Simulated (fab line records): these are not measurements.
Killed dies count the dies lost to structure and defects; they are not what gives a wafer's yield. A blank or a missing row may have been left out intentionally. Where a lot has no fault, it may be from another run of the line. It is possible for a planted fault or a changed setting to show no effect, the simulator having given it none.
Matching of chambers / flow berkeley cmos170 / 4 sister chambers for UCB170_GATE_ETCH_15 on rie si-02
The step etches poly-Si in HBr/Cl2, stops on SiO2, time 56.3 s, target depth 278.2 nm. 8 wafers are shown with their chamber, then 8 later ones without.

== WAFERS, EACH WITH ITS CHAMBER ==
wafer=L449.5; chamber=3; throttle valve pct (%)=26.64; drypump motor current A (A)=5.6
wafer=L452.1; chamber=0; throttle valve pct (%)=26.20; drypump motor current A (A)=5.9
wafer=L452.3; chamber=1; throttle valve pct (%)=26.53; drypump motor current A (A)=5.1
wafer=L452.4; chamber=2; throttle valve pct (%)=26.37; drypump motor current A (A)=5.7
wafer=L453.3; chamber=3; throttle valve pct (%)=26.65; drypump motor current A (A)=5.5
wafer=L453.4; chamber=0; throttle valve pct (%)=26.21; drypump motor current A (A)=5.9
wafer=L453.5; chamber=1; throttle valve pct (%)=26.53; drypump motor current A (A)=5.1
wafer=L454.3; chamber=2; throttle valve pct (%)=26.37; drypump motor current A (A)=5.7

== WAFERS WITH NO CHAMBER GIVEN ==
wafer=L454.5; throttle valve pct (%)=26.37; drypump motor current A (A)=5.7
wafer=L454.6; throttle valve pct (%)=26.65; drypump motor current A (A)=5.5
wafer=L456.1; throttle valve pct (%)=26.37; drypump motor current A (A)=5.7
wafer=L456.4; throttle valve pct (%)=26.53; drypump motor current A (A)=5.1
wafer=L456.5; throttle valve pct (%)=26.37; drypump motor current A (A)=5.7
wafer=L458.3; throttle valve pct (%)=26.22; drypump motor current A (A)=5.9
wafer=L458.4; throttle valve pct (%)=26.66; drypump motor current A (A)=5.6
wafer=L458.6; throttle valve pct (%)=26.50; drypump motor current A (A)=5.1

== WHICH CHAMBER EACH WENT THROUGH ==
wafer=L454.5; from the rows above=2; in truth=2
wafer=L454.6; from the rows above=3; in truth=3
wafer=L456.1; from the rows above=2; in truth=2
wafer=L456.4; from the rows above=1; in truth=1
wafer=L456.5; from the rows above=2; in truth=2
wafer=L458.3; from the rows above=0; in truth=0
wafer=L458.4; from the rows above=3; in truth=3
wafer=L458.6; from the rows above=1; in truth=1
Correctly placed: 8 of 8. Can't be placed from these rows: 0. 0 placed wrongly.
How it was worked out, from the rows above alone: a wafer's distance from a chamber is the root of the sum, over the readings, of the square of ((its reading less the chamber's mean) divided by the reading's scatter). If the next closest chamber is less than 2 further off than the closest, the wafer can't be placed; otherwise it belongs to the closest. A chamber's mean is the mean of its shown wafers. The scatter: take each reading less its chamber's mean, square it, sum over the shown wafers, divide by the number of wafers less the number of chambers, and take the root.
